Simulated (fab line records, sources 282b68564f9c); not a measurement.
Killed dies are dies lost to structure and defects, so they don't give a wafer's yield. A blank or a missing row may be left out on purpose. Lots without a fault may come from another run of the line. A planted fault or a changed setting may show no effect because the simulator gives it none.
A struck lot beside a sound one | flow rit_cmos | 15 steps out of a route of 202
Sound: wafers L189.2, L189.3, L189.6. Struck: wafer L194.5. (L194.3, L194.6 of the same lot were not struck and are left out.) The cause comes at the end.
At each step with rows: each side's tool, then ch and its chambers, then its first start. Under that, the readings that differ: sound wafers | struck wafers | difference of the means | sigmas: that difference in standard deviations of wafers without a fault.
alike: readings whose means differ by less than 2 such deviations, and words and numbers that are the same on both sides. not compared: withheld readings, readings that some wafer has no value for, bounds like >300 that may hide the same value, and numbers for which the record gives no deviation and whose values overlap.
The two part at a step that has a row with sigmas, a row that says differs or no value, or rows on one side only. Numbers that don't overlap but have no deviation are shown without sigmas and don't part them. A reading that every wafer of one side lacks parts them only if that side has two wafers or more.

first, 2 steps without rows for these wafers: RIT_PLDD_PEB_04; RIT_PLDD_DEVELOP_05 (develop time 50 s).
RIT_PLDD_OVL_MEAS_06:
  sound on overlay-01, day 3 17:44; struck on overlay-02, day 4 20:43
  alike: PLDD_OVL
then, 2 steps without rows for these wafers: RIT_PLDD_HARDBAKE_07 (time 60 s); RIT_PLDD_IMPLANT_08.
RIT_PLDD_STRIP_09: strips in O2, time 180 s.
  sound on plasma_asher-03 ch 0,1, day 3 18:04; struck on plasma_asher-01 ch 0, day 4 21:15
  alike: drypump_motor_current_A
  not compared: rf_hours_counter_h
RIT_PLDD_TW_MEAS_10:
  sound on film_metro-01, day 3 18:16; struck on film_metro-01, day 4 21:23
  alike: PLDD_TW
then, 4 steps without rows for these wafers: RIT_SPACER_CLEAN_00 (cleans in SC1, time 600 s); RIT_SPACER_CLEAN_01 (cleans in dHF, time 30 s); RIT_SPACER_CLEAN_02 (cleans in SC2, time 600 s); RIT_SPACER_CVD_03 (deposits Si3N4 from SiH2Cl2/NH3, target thk 250 nm, time 3300 s).
RIT_SPACER_THK_MEAS_04:
  sound on film_metro-02, day 3 20:36; struck on film_metro-03, day 4 23:44
  alike: SPACER_NITRIDE_THK
RIT_SPACER_ETCHBACK_05: etches Si3N4 in SF6/CHF3, stops on SiO2, target depth 250 nm, time 240 s.
  sound on rie_diel-04 ch 1,3, day 3 20:39; struck on rie_diel-04 ch 2, day 4 23:46
  reading                                  | sound             | struck | difference | sigmas
  oes_product_au (a.u.)                    | 0.828 0.858 0.849 | 0.984  | +0.139     | +8
  run_length_s (s)                         | 268.2 268.6 268.6 | 172.3  | -96.2      | -99 or more
  model.etch.depth_nm (nm)                 | 250.1 250 248.8   | 187    | -63        |
  model.poly-Si_of_GATE_CVD_08.thk_nm (nm) | 171.5 167.6 172   | 193.5  | +23.1      |
  model.Si3N4_of_SPACER_CVD_03.thk_nm (nm) | 197.9 196 194.9   | 215.5  | +19.2      |
  alike: drypump_motor_current_A, throttle_valve_pct
  not compared: rf_hours_counter_h
then, 1 step without rows for these wafers: RIT_NSD_HMDS_00 (prime time 60 s).
RIT_M1_PROBE_99:
  sound on prober-01, day 4 08:01; struck on prober-02, day 5 11:25
  reading             | sound  | struck                   | difference                   | sigmas
  hold                | - - -  | await_dispo/2.9h/release | no value on the sound wafers |
  killed_at_front_end | 5 13 5 | 264                      | +256                         | +88
  killed_dies         | 5 13 5 | 264                      | +256                         | +92
  killed_on_rim       | 1 6 2  | 70                       | +67                          | +48
  alike: killed_at_contacts, killed_open, killed_short

WHERE THEY PART
First at RIT_SPACER_ETCHBACK_05; last, within this record, at RIT_M1_PROBE_99.

WHY: what the simulator had put in
Process parameter drift: rie_diel-04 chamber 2, from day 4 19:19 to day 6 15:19, at RIT_SPACER_ETCHBACK_05. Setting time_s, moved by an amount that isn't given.
